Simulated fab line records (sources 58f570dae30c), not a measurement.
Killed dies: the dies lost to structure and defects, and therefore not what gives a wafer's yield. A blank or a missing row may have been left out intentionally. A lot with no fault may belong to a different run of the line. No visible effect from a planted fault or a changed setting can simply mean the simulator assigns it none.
fab line records	flow berkeley-cmos170
record lots=5	wafers=23
route steps=331 shown START@3 ZERO@13 NWELL@27 PWELL@48 ACTIVE@68 NVT@111 GATE@133
start-h: the number of hours between the record's first day and the start of the first shown wafer of the lot	wait-h: hours since the lot's step before	" repeats the value in the row above	L1.1+2: a single row standing in for several wafers	- either no value or no given start	* or withheld: withheld	< > ~ a bound
route shown NAME@n: NAME is a module with steps in the file, n the number in the route of the first one	usual: mean/standard deviation taken from wafers without a fault	same: alike in all rows	chamber/n: place in a boat	sites: each site's reading	_std_site: standard deviation of those values	_edge_site: outer sites' mean less inner sites'	radius-mm: for every site, how far away it sits from the centre of the wafer	mask NAME#n: copy n	behind: the last tool/chamber to shape the wafer	hold: what put the lot on hold/how long, in hours/how the hold closed	device: transistor that didn't switch, given as n, p or np	end of line: the same wafers' tests at the end of the route	a step with no rows: only its recipe	killed: count of dies lost to structure and defects at first sort (not the wafer's yield)	map: the dies of a wafer, with x for killed, . for not killed, _ for no die there
set.NAME: the setting that was run; set.NAME@STEP: the one run at that earlier step	model.NAME: the simulator's own value behind a step, which no gauge read
lots with deliberately changed settings; one table per step, one row per wafer
## steps
# step UCB170_START_OXIDATION_02
# recipe temp-c=950	ambient=O2	target-thk-a=200	ox-time-s=1800
lot.wafer	tool	chamber	start-h	wait-h	set.ox-time-s	model.SiO2_of_START_OXIDATION_02.thk-nm
L074.1+4	-	-	-	3.1	2056	21.97
L074.2	"	-	"	"	2056	21.7
L074.3	"	-	"	"	2056	21.99
L074.5	"	-	"	"	2056	21.73
L076.1	-	-	-	3.5	2046	22.13
L076.2	"	-	"	"	2046	21.99
L076.4	"	-	"	"	2046	22.17
L076.5	"	-	"	"	2046	21.89
L076.6	"	-	"	"	2046	21.86
L080.1	furnace-02	0	41.86	1.0	1800	20.43
L080.2	"	0	"	"	1800	20.41
L080.6	"	0	"	"	1800	19.94
L083.1	-	-	-	1.8	1971	21.59
L083.2	"	-	"	"	1971	21.38
L083.3	"	-	"	"	1971	21.28
L083.4	"	-	"	"	1971	21.06
L083.5	"	-	"	"	1971	21.31
L084.1	-	-	-	4.9	1800	20.26
L084.2	"	-	"	"	1800	20.32
L084.4	"	-	"	"	1800	20.58
L084.5	"	-	"	"	1800	20.44
L084.6	"	-	"	"	1800	20.59
# step UCB170_START_THK_MEAS_03
# recipe reads=SiO2_of_START_OXIDATION_02
# usual START_OXIDE_THK=20.3/0.39
lot.wafer	tool	chamber	start-h	wait-h	set.ox-time-s@START_OXIDATION_02	START_OXIDE_THK[nm]
L074.1	film-metro-03	-	-	-	2056	22.0
L074.2	"	-	"	"	2056	21.7
L074.3	"	-	"	"	2056	22.0
L074.4	"	-	"	"	2056	22.0
L074.5	"	-	"	"	2056	21.7
L076.1	film-metro-02	-	-	-	2046	22.1
L076.2	"	-	"	"	2046	21.9
L076.4	"	-	"	"	2046	22.2
L076.5	"	-	"	"	2046	21.9
L076.6	"	-	"	"	2046	21.9
L080.1	film-metro-04	-	43.36	0.0	1800	20.5
L080.2	"	-	"	"	1800	20.4
L080.6	"	-	"	"	1800	20.0
L083.1	film-metro-03	-	-	-	1971	21.6
L083.2	"	-	"	"	1971	21.4
L083.3	"	-	"	"	1971	21.3
L083.4	"	-	"	"	1971	21.0
L083.5	"	-	"	"	1971	21.3
L084.1	film-metro-04	-	-	-	1800	20.2
L084.2	"	-	"	"	1800	20.3
L084.4	"	-	"	"	1800	20.5
L084.5	"	-	"	"	1800	20.5
L084.6	"	-	"	"	1800	20.6
# step UCB170_ZERO_STRIP_07
# recipe chemistry=O2	power-w=400	pressure-mtorr=3500	platen-temp-c=withheld	o2-flow-sccm=400	overash-fraction=0.5
# usual strip-time-to-endpoint-s=21.47/0.057
lot.wafer	tool	chamber	start-h	wait-h	set.o2-flow-sccm	strip-time-to-endpoint-s
L074.1	plasma-asher-02	1	18.76	0.0	400	21.55
L074.2	"	0	"	"	400	21.58
L074.3	"	0	"	"	400	21.53
L074.4	"	1	"	"	400	21.52
L074.5	"	1	"	"	400	21.54
L076.1	plasma-asher-02	0	31.72	0.0	373.5	21.66
L076.2	"	1	"	"	400	21.44
L076.4	"	0	"	"	373.5	21.69
L076.5	"	1	"	"	400	21.48
L076.6	"	0	"	"	400	21.50
L080.1	plasma-asher-04	0	48.02	0.0	400	21.43
L080.2	"	1	"	"	400	21.49
L080.6	"	0	"	"	400	21.48
L083.1	plasma-asher-04	0	67.28	0.0	400	21.47
L083.2	"	1	"	"	400	21.49
L083.3	"	1	"	"	400	21.46
L083.4	"	0	"	"	400	21.48
L083.5	"	0	"	"	400	21.44
L084.1	plasma-asher-02	1	72.60	0.0	400	21.45
L084.2	"	0	"	"	400	21.43
L084.4	"	0	"	"	340.7	21.93
L084.5	"	1	"	"	340.7	21.98
L084.6	"	0	"	"	400	21.47
# step UCB170_NWELL_ETCH_13
# recipe chemistry=CH3F/Ar/O2	target=Si3N4	stop-on=SiO2	CH3F_flow_sccm=20	Ar_flow_sccm=50	O2_flow_sccm=7	pressure-mtorr=50	rf-w=450	target-depth-a=2464	over-etch-frac=0.1	time-s=154
lot.wafer	tool	chamber	start-h	wait-h	set.time-s	model.KrF_of_NWELL_COAT_07.thk-nm
L074.1	rie-diel-01	1	35.90	0.0	154	720.8
L074.2	"	0	"	"	175.7	697.4
L074.3	"	2	"	"	175.7	695.2
L074.4	"	3	"	"	154	716
L074.5	"	0	"	"	175.7	698.7
L076.1	rie-diel-01	0	47.40	0.0	154	720.4
L076.2	"	3	"	"	147.5	723.3
L076.4	"	2	"	"	147.5	725.9
L076.5	"	1	"	"	154	719.5
L076.6	"	0	"	"	147.5	726
L080.1	rie-diel-03	2	57.10	0.0	154	719.4
L080.2	"	0	"	"	154	720.7
L080.6	"	0	"	"	154	724.6
L083.1	rie-diel-02	0	81.58	0.0	154	725
L083.2	"	1	"	"	154	717.3
L083.3	"	3	"	"	154	720.2
L083.4	"	2	"	"	154	723.7
L083.5	"	2	"	"	154	724.1
L084.1	rie-diel-03	2	82.03	0.0	154	719.6
L084.2	"	3	"	"	163.7	714.4
L084.4	"	2	"	"	163.7	710.1
L084.5	"	3	"	"	154	723.8
L084.6	"	0	"	"	163.7	713.4
# step UCB170_NWELL_IMPLANT_14
# recipe species=P	dose-cm2=1e+13	energy-kev=150	tilt-deg=7
lot.wafer	tool	chamber	start-h	wait-h	set.energy-kev	model.implant.rp-nm	model.implant.drp-nm
L074.1+2+3+4+5	implanter-04	0	36.01	0.1	150	182.4	62.72
L076.1+5+6	implanter-01	0	47.50	0.1	157.4	199.7	65.03
L076.2+4	"	0	"	"	150	189.9	62.72
L080.1+2+6	implanter-04	0	57.20	0.1	150	183.9	62.72
L083.1+3+4	implanter-04	0	81.68	0.1	150	187.6	62.72
L083.2+5	"	0	"	"	147.3	184.1	61.85
L084.1+4+6	implanter-02	0	82.13	0.1	150	185.4	62.72
L084.2+5	"	0	"	"	145.7	179.9	61.32
# step UCB170_NWELL_STRIP_15
# recipe chemistry=O2	power-w=400	pressure-mtorr=3500	platen-temp-c=withheld	o2-flow-sccm=400	overash-fraction=0.5
# usual strip-time-to-endpoint-s=17.99/0.092
lot.wafer	tool	chamber	start-h	wait-h	set.time-s@NWELL_ETCH_13	strip-time-to-endpoint-s
L074.1	plasma-asher-03	0	36.16	0.1	154	18.00
L074.2	"	1	"	"	175.7	17.45
L074.3	"	0	"	"	175.7	17.39
L074.4	"	1	"	"	154	17.89
L074.5	"	0	"	"	175.7	17.47
L076.1	plasma-asher-03	1	47.65	0.1	154	18.00
L076.2	"	0	"	"	147.5	18.06
L076.4	"	0	"	"	147.5	18.13
L076.5	"	0	"	"	154	17.96
L076.6	"	1	"	"	147.5	18.13
L080.1	plasma-asher-03	0	57.35	0.1	154	17.97
L080.2	"	1	"	"	154	18.00
L080.6	"	0	"	"	154	18.10
L083.1	plasma-asher-04	0	81.83	0.1	154	18.09
L083.2	"	1	"	"	154	17.91
L083.3	"	1	"	"	154	17.97
L083.4	"	0	"	"	154	18.09
L083.5	"	1	"	"	154	18.07
L084.1	plasma-asher-01	1	82.28	0.1	154	17.96
L084.2	"	0	"	"	163.7	17.85
L084.4	"	0	"	"	163.7	17.75
L084.5	"	1	"	"	154	18.07
L084.6	"	0	"	"	163.7	17.81
# step UCB170_PWELL_ETCH_14
# recipe chemistry=CH3F/Ar/O2	target=Si3N4	stop-on=SiO2	CH3F_flow_sccm=20	Ar_flow_sccm=50	O2_flow_sccm=7	pressure-mtorr=50	rf-w=450	target-depth-a=2420	over-etch-frac=0.1	time-s=151
lot.wafer	tool	chamber	start-h	wait-h	set.time-s	model.SiO2_of_PWELL_OXIDATION_02.thk-nm	model.KrF_of_PWELL_COAT_08.thk-nm
L074.1	rie-diel-04	0	50.64	0.0	151	22.18	718.3
L074.2	"	3	"	"	151	22.1	718.3
L074.3	"	2	"	"	172	16.05	693.2
L074.4	"	2	"	"	151	21.67	717.6
L074.5	"	0	"	"	172	17.18	700.7
L076.1	rie-diel-03	2	62.94	0.0	128.8	22.48	748.3
L076.2	"	3	"	"	128.8	22.3	747.5
L076.4	"	0	"	"	151	22.31	728.5
L076.5	"	1	"	"	128.8	22.73	750.5
L076.6	"	2	"	"	151	22.4	725.3
L080.1	rie-diel-03	1	78.41	0.0	151	23.29	728.8
L080.2	"	3	"	"	151	23.18	725.8
L080.6	"	0	"	"	151	23.35	729.4
L083.1	rie-diel-03	0	96.56	0.0	172.9	16.97	705.9
L083.2	"	3	"	"	172.9	16.62	702.1
L083.3	"	2	"	"	151	22.65	726.8
L083.4	"	1	"	"	172.9	16.68	704.4
L083.5	"	1	"	"	151	22.36	728.7
L084.1	rie-diel-02	2	96.65	0.0	151	22.49	728
L084.2	"	3	"	"	151	22.79	725
L084.4	"	1	"	"	136.2	23.09	744.4
L084.5	"	3	"	"	136.2	22.96	743.4
L084.6	"	2	"	"	136.2	23.14	744.9
# step UCB170_PWELL_IMPLANT_15
# recipe species=B	dose-cm2=5e+12	energy-kev=60	tilt-deg=7
lot.wafer	tool	chamber	start-h	wait-h	set.energy-kev	model.implant.rp-nm	model.implant.drp-nm
L074.1+2+3+4+5	implanter-01	0	50.74	0.1	60	185.6	64.7
L076.1+2+6	implanter-02	0	63.04	0.1	60	188.6	64.7
L076.4+5	"	0	"	"	63.29	202.1	66.53
L080.1+2+6	implanter-02	0	78.51	0.1	60	189.6	64.7
L083.1+4+5	implanter-01	0	96.67	0.1	60	187.9	64.7
L083.2+3	"	0	"	"	61.9	194.8	65.77
L084.1+4+5	implanter-03	0	96.75	0.1	61.08	202.5	65.31
L084.2+6	"	0	"	"	60	198.7	64.7
# step UCB170_PWELL_STRIP_16
# recipe chemistry=O2	power-w=400	pressure-mtorr=3500	platen-temp-c=withheld	o2-flow-sccm=400	overash-fraction=0.5
# usual strip-time-to-endpoint-s=18.11/0.11
lot.wafer	tool	chamber	start-h	wait-h	set.time-s@PWELL_ETCH_14	strip-time-to-endpoint-s
L074.1	plasma-asher-02	1	50.89	0.1	151	17.94
L074.2	"	0	"	"	151	17.94
L074.3	"	1	"	"	172	17.32
L074.4	"	0	"	"	151	17.93
L074.5	"	0	"	"	172	17.52
L076.1	plasma-asher-02	0	63.19	0.1	128.8	18.65
L076.2	"	1	"	"	128.8	18.62
L076.4	"	1	"	"	151	18.18
L076.5	"	1	"	"	128.8	18.71
L076.6	"	0	"	"	151	18.11
L080.1	plasma-asher-04	0	78.66	0.1	151	18.19
L080.2	"	1	"	"	151	18.13
L080.6	"	0	"	"	151	18.20
L083.1	plasma-asher-01	0	96.82	0.1	172.9	17.64
L083.2	"	1	"	"	172.9	17.58
L083.3	"	0	"	"	151	18.15
L083.4	"	1	"	"	172.9	17.59
L083.5	"	0	"	"	151	18.20
L084.1	plasma-asher-04	1	96.90	0.1	151	18.17
L084.2	"	0	"	"	151	18.09
L084.4	"	0	"	"	136.2	18.57
L084.5	"	1	"	"	136.2	18.55
L084.6	"	0	"	"	136.2	18.59
# step UCB170_ACTIVE_COAT_08
# recipe resist=KrF	spin-rpm=1500	resist-thk-nm=900
lot.wafer	tool	chamber	start-h	wait-h	set.resist-thk-nm	model.KrF_of_ACTIVE_COAT_08.thk-nm
L074.1	litho-track-01	0	78.15	0.1	935.2	937.1
L074.2	"	0	"	"	935.2	937.7
L074.3	"	0	"	"	900	898
L074.4	"	0	"	"	900	899.5
L074.5	"	0	"	"	900	903.4
L076.1	litho-track-01	0	83.70	0.1	900	902
L076.2	"	0	"	"	918.9	922
L076.4	"	0	"	"	918.9	920.5
L076.5	"	0	"	"	918.9	919.7
L076.6	"	0	"	"	900	901.8
L080.1	litho-track-04	0	107.91	0.1	900	900.6
L080.2	"	0	"	"	900	901.2
L080.6	"	0	"	"	900	901.3
L083.1	litho-track-01	0	122.73	0.1	900	898.6
L083.2	"	0	"	"	919.5	921.6
L083.3+5	"	0	"	"	900	898.3
L083.4	"	0	"	"	919.5	921.7
L084.1	litho-track-04	0	122.93	0.1	900	902
L084.2	"	0	"	"	900	900.8
L084.4	"	0	"	"	846.5	847.2
L084.5	"	0	"	"	900	901.1
L084.6	"	0	"	"	846.5	848.5
# step UCB170_ACTIVE_PEB_11
# recipe peb-temp-c=130	peb-time-s=withheld	resist=KrF
lot.wafer	tool	chamber	start-h	wait-h	set.peb-temp-c
L074.1+3	litho-track-04	0	78.57	0.1	130
L074.2+4+5	"	0	"	"	127.5
L076.1+2+4+5+6	litho-track-04	0	84.33	0.2	130
L080.1+2+6	litho-track-04	0	109.21	0.7	130
L083.1+2+3	litho-track-01	0	123.15	0.1	130
L083.4+5	"	0	"	"	126.8
L084.1+2+4+5+6	litho-track-01	0	123.87	0.5	130
# step UCB170_ACTIVE_DEVELOP_12
# recipe developer=TMAH	develop-time-s=45	resist=KrF	dev-temp-c=21
# step UCB170_ACTIVE_CD_MEAS_13
# recipe target-cd-nm=1200
# usual cd-nm=1200.2/1.1
lot.wafer	tool	chamber	start-h	wait-h	set.peb-temp-c@ACTIVE_PEB_11	cd-nm
L074.1	cd-sem-02	-	78.84	-	130	1203.0
L074.2	"	-	"	"	127.5	1222.9
L074.3	"	-	"	"	130	1200.0
L074.4	"	-	"	"	127.5	1219.1
L074.5	"	-	"	"	127.5	1220.8
L076.1	cd-sem-01	-	84.60	-	130	1199.4
L076.2	"	-	"	"	130	1201.2
L076.4	"	-	"	"	130	1200.9
L076.5	"	-	"	"	130	1200.8
L076.6	"	-	"	"	130	1200.2
L080.1	cd-sem-01	-	109.49	-	130	1200.7
L080.2	"	-	"	"	130	1199.7
L080.6	"	-	"	"	130	1200.6
L083.1	cd-sem-02	-	123.42	-	130	1199.6
L083.2	"	-	"	"	130	1201.4
L083.3	"	-	"	"	130	1200.1
L083.4	"	-	"	"	126.8	1225.6
L083.5	"	-	"	"	126.8	1224.8
L084.1	cd-sem-01	-	124.15	-	130	1200.4
L084.2	"	-	"	"	130	1199.7
L084.4	"	-	"	"	130	1197.0
L084.5	"	-	"	"	130	1199.6
L084.6	"	-	"	"	130	1197.6
# step UCB170_ACTIVE_ETCH_15
# recipe chemistry=CH3F/Ar/O2	target=Si3N4	stop-on=SiO2	CH3F_flow_sccm=20	Ar_flow_sccm=50	O2_flow_sccm=7	pressure-mtorr=50	rf-w=450	target-depth-a=2420	over-etch-frac=0.1	time-s=151
lot.wafer	tool	chamber	start-h	wait-h	set.resist-thk-nm@ACTIVE_COAT_08	set.peb-temp-c@ACTIVE_PEB_11	model.ACTIVE.cd-nm	model.KrF_of_ACTIVE_COAT_08.thk-nm
L074.1	rie-diel-04	2	79.00	0.0	935.2	130	1203	760.6
L074.2	"	3	"	"	935.2	127.5	1223	763.1
L074.3	"	1	"	"	900	130	1200	725.2
L074.4	"	0	"	"	900	127.5	1219	728.3
L074.5	"	0	"	"	900	127.5	1221	731.3
L076.1	rie-diel-03	3	84.76	0.0	900	130	1199	725.8
L076.2	"	0	"	"	918.9	130	1202	747.9
L076.4	"	3	"	"	918.9	130	1201	744.2
L076.5	"	2	"	"	918.9	130	1201	742.6
L076.6	"	0	"	"	900	130	1200	727.3
L080.1	rie-diel-01	3	109.64	0.0	900	130	1201	724.5
L080.2	"	1	"	"	900	130	1200	722
L080.6	"	0	"	"	900	130	1201	723.4
L083.1	rie-diel-01	2	123.58	0.0	900	130	1199	723.2
L083.2	"	1	"	"	919.5	130	1201	743.3
L083.3	"	3	"	"	900	130	1200	725.4
L083.4	"	0	"	"	919.5	126.8	1226	746.4
L083.5	"	2	"	"	900	126.8	1224	721.8
L084.1	rie-diel-03	3	124.30	0.0	900	130	1200	724.5
L084.2	"	2	"	"	900	130	1200	726.7
L084.4	"	0	"	"	846.5	130	1197	672.9
L084.5	"	2	"	"	900	130	1200	725.9
L084.6	"	3	"	"	846.5	130	1198	670.4
# step UCB170_ACTIVE_STRIP_16
# recipe chemistry=O2	power-w=400	pressure-mtorr=3500	platen-temp-c=withheld	o2-flow-sccm=400	overash-fraction=0.5
# usual strip-time-to-endpoint-s=18.09/0.068
lot.wafer	tool	chamber	start-h	wait-h	set.resist-thk-nm@ACTIVE_COAT_08	strip-time-to-endpoint-s
L074.1	plasma-asher-01	1	79.10	0.1	935.2	18.96
L074.2	"	0	"	"	935.2	19.01
L074.3	"	0	"	"	900	18.10
L074.4	"	1	"	"	900	18.17
L074.5	"	1	"	"	900	18.25
L076.1	plasma-asher-01	1	84.86	0.1	900	18.11
L076.2	"	0	"	"	918.9	18.65
L076.4	"	0	"	"	918.9	18.57
L076.5	"	1	"	"	918.9	18.50
L076.6	"	0	"	"	900	18.15
L080.1	plasma-asher-03	0	109.74	0.1	900	18.08
L080.2	"	1	"	"	900	18.03
L080.6	"	0	"	"	900	18.07
L083.1	plasma-asher-02	1	123.68	0.1	900	18.06
L083.2	"	0	"	"	919.5	18.53
L083.3	"	0	"	"	900	18.12
L083.4	"	1	"	"	919.5	18.61
L083.5	"	1	"	"	900	18.03
L084.1	plasma-asher-02	0	124.40	0.1	900	18.09
L084.2	"	1	"	"	900	18.13
L084.4	"	1	"	"	846.5	16.86
L084.5	"	1	"	"	900	18.13
L084.6	"	0	"	"	846.5	16.80
# step UCB170_ACTIVE_CD_MEAS_90
# recipe target-cd-nm=1200
# usual cd-nm=1200.3/1.1
lot.wafer	tool	chamber	start-h	wait-h	set.peb-temp-c@ACTIVE_PEB_11	cd-nm
L074.1	cd-sem-01	-	79.20	0.1	130	1202.7
L074.2	"	-	"	"	127.5	1222.8
L074.3	"	-	"	"	130	1200.2
L074.4	"	-	"	"	127.5	1219.3
L074.5	"	-	"	"	127.5	1220.6
L076.1	cd-sem-02	-	84.96	0.1	130	1199.5
L076.2	"	-	"	"	130	1201.5
L076.4	"	-	"	"	130	1200.6
L076.5	"	-	"	"	130	1201.0
L076.6	"	-	"	"	130	1200.4
L080.1	cd-sem-02	-	109.84	0.1	130	1200.7
L080.2	"	-	"	"	130	1199.4
L080.6	"	-	"	"	130	1200.8
L083.1	cd-sem-02	-	123.78	0.1	130	1199.8
L083.2	"	-	"	"	130	1200.8
L083.3	"	-	"	"	130	1200.2
L083.4	"	-	"	"	126.8	1225.9
L083.5	"	-	"	"	126.8	1224.2
L084.1	cd-sem-02	-	124.50	0.1	130	1200.1
L084.2	"	-	"	"	130	1200.1
L084.4	"	-	"	"	130	1197.1
L084.5	"	-	"	"	130	1199.0
L084.6	"	-	"	"	130	1197.6
# step UCB170_NVT_IMPLANT_07
# recipe species=BF2	dose-cm2=3e+12	energy-kev=50	tilt-deg=7
lot.wafer	tool	chamber	start-h	wait-h	set.energy-kev	model.implant.rp-nm	model.implant.drp-nm
L074.1+2+3	implanter-02	0	111.65	0.0	50	38.03	18.57
L074.4+5	"	0	"	"	51.6	39.24	19
L076.1+4	implanter-02	0	116.18	0.0	50	37.35	18.57
L076.2+5+6	"	0	"	"	48.36	36.14	18.13
L080.1+2+6	implanter-02	0	141.79	0.0	50	37.1	18.57
L084.1+6	implanter-04	0	157.98	0.0	48.22	36.06	18.09
L084.2+4+5	"	0	"	"	50	37.38	18.57
L083.1+3+4	implanter-03	0	158.22	0.0	50	37.76	18.57
L083.2+5	"	0	"	"	47.6	35.97	17.93
# step UCB170_NVT_STRIP_08
# recipe chemistry=O2	power-w=400	pressure-mtorr=3500	platen-temp-c=withheld	o2-flow-sccm=400	overash-fraction=0.5
# step UCB170_NVT_TW_MEAS_09
# usual NVT_TW=524/3
lot.wafer	tool	chamber	start-h	wait-h	set.energy-kev@NVT_IMPLANT_07	NVT_TW
L074.1	film-metro-01	-	111.90	0.1	50	529
L074.2	"	-	"	"	50	528
L074.3	"	-	"	"	50	530
L074.4	"	-	"	"	51.6	533
L074.5	"	-	"	"	51.6	534
L076.1	film-metro-02	-	116.43	0.1	50	523
L076.2	"	-	"	"	48.36	518
L076.4	"	-	"	"	50	523
L076.5	"	-	"	"	48.36	519
L076.6	"	-	"	"	48.36	517
L080.1	film-metro-01	-	142.04	0.1	50	527
L080.2	"	-	"	"	50	526
L080.6	"	-	"	"	50	525
L084.1	film-metro-01	-	158.23	0.1	48.22	523
L084.2	"	-	"	"	50	528
L084.4	"	-	"	"	50	530
L084.5	"	-	"	"	50	525
L084.6	"	-	"	"	48.22	525
L083.1	film-metro-02	-	158.47	0.1	50	521
L083.2	"	-	"	"	47.6	515
L083.3	"	-	"	"	50	524
L083.4	"	-	"	"	50	522
L083.5	"	-	"	"	47.6	515
# step UCB170_GATE_COAT_07
# recipe resist=KrF	spin-rpm=1500	resist-thk-nm=900
lot.wafer	tool	chamber	start-h	wait-h	set.spin-rpm	model.KrF_of_GATE_COAT_07.thk-nm
L074.1	litho-track-01	0	-	-	1500	902.4
L074.2	"	0	"	"	1500	903.2
L074.3	"	0	"	"	1500	901.8
L074.4	"	0	"	"	1500	901.4
L074.5	"	0	"	"	1500	901.9
L076.1	litho-track-01	0	-	-	1500	898.6
L076.2	"	0	"	"	1500	895.8
L076.4	"	0	"	"	1500	899.4
L076.5	"	0	"	"	1500	897.1
L076.6	"	0	"	"	1500	896.4
L080.1	litho-track-01	0	-	-	1500	901.8
L080.2	"	0	"	"	1500	901.6
L080.6	"	0	"	"	1500	902.9
L083.1	litho-track-04	0	-	-	1445	921.5
L083.2	"	0	"	"	1500	903.4
L083.3	"	0	"	"	1445	920.4
L083.4	"	0	"	"	1500	903.5
L083.5	"	0	"	"	1445	919.6
L084.1	litho-track-02	0	-	-	1500	902
L084.2	"	0	"	"	1500	902.8
L084.4	"	0	"	"	1500	901.1
L084.5	"	0	"	"	1407	929.9
L084.6	"	0	"	"	1407	931.7
## key
split step=UCB170_START_OXIDATION_02	setting=ox-time-s	stated=1800	by=lot
response step=UCB170_START_OXIDATION_02	reading=model.SiO2_of_START_OXIDATION_02.thk-nm	change=+0.111	per=1%	r=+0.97
response step=UCB170_START_THK_MEAS_03	reading=START_OXIDE_THK	change=+0.111	per=1%	r=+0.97
split step=UCB170_ZERO_STRIP_07	setting=o2-flow-sccm	stated=400	by=wafer
response step=UCB170_ZERO_STRIP_07	reading=strip-time-to-endpoint-s	change=*	per=1%	r=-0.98
split step=UCB170_NWELL_ETCH_13	setting=time-s	stated=154	by=wafer
response step=UCB170_NWELL_ETCH_13	reading=model.KrF_of_NWELL_COAT_07.thk-nm	change=-1.48	per=1%	r=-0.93
response step=UCB170_NWELL_STRIP_15	reading=strip-time-to-endpoint-s	change=*	per=1%	r=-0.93
split step=UCB170_NWELL_IMPLANT_14	setting=energy-kev	stated=150	by=wafer
response step=UCB170_NWELL_IMPLANT_14	reading=model.implant.rp-nm	change=+1.97	per=1%	r=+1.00
response step=UCB170_NWELL_IMPLANT_14	reading=model.implant.drp-nm	change=+0.474	per=1%	r=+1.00
split step=UCB170_PWELL_ETCH_14	setting=time-s	stated=151	by=wafer
response step=UCB170_PWELL_ETCH_14	reading=model.SiO2_of_PWELL_OXIDATION_02.thk-nm	shape=bent	at-lowest=22.5	at-stated=22.56	at-highest=16.75
response step=UCB170_PWELL_ETCH_14	reading=model.KrF_of_PWELL_COAT_08.thk-nm	change=-1.58	per=1%	r=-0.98
response step=UCB170_PWELL_STRIP_16	reading=strip-time-to-endpoint-s	change=*	per=1%	r=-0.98
split step=UCB170_PWELL_IMPLANT_15	setting=energy-kev	stated=60	by=wafer
response step=UCB170_PWELL_IMPLANT_15	reading=model.implant.rp-nm	change=+2.37	per=1%	r=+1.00
response step=UCB170_PWELL_IMPLANT_15	reading=model.implant.drp-nm	change=+0.336	per=1%	r=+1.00
split step=UCB170_ACTIVE_COAT_08	setting=resist-thk-nm	stated=900	by=wafer
response step=UCB170_ACTIVE_COAT_08	reading=model.KrF_of_ACTIVE_COAT_08.thk-nm	change=+9.25	per=1%	r=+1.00
response step=UCB170_ACTIVE_ETCH_15	reading=model.KrF_of_ACTIVE_COAT_08.thk-nm	change=+9	per=1%	r=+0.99
response step=UCB170_ACTIVE_STRIP_16	reading=strip-time-to-endpoint-s	change=*	per=1%	r=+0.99
split step=UCB170_ACTIVE_PEB_11	setting=peb-temp-c	stated=130	by=wafer
response step=UCB170_ACTIVE_CD_MEAS_13	reading=cd-nm	change=-10.1	per=1%	r=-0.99
response step=UCB170_ACTIVE_ETCH_15	reading=model.ACTIVE.cd-nm	change=-10.1	per=1%	r=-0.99
response step=UCB170_ACTIVE_CD_MEAS_90	reading=cd-nm	change=-10.1	per=1%	r=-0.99
split step=UCB170_NVT_IMPLANT_07	setting=energy-kev	stated=50	by=wafer
response step=UCB170_NVT_IMPLANT_07	reading=model.implant.rp-nm	change=+0.372	per=1%	r=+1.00
response step=UCB170_NVT_IMPLANT_07	reading=model.implant.drp-nm	change=+0.134	per=1%	r=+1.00
response step=UCB170_NVT_TW_MEAS_09	reading=NVT_TW	change=+1.39	per=1%	r=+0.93
split step=UCB170_GATE_COAT_07	setting=spin-rpm	stated=1500	by=wafer
response step=UCB170_GATE_COAT_07	reading=model.KrF_of_GATE_COAT_07.thk-nm	change=-4.65	per=1%	r=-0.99
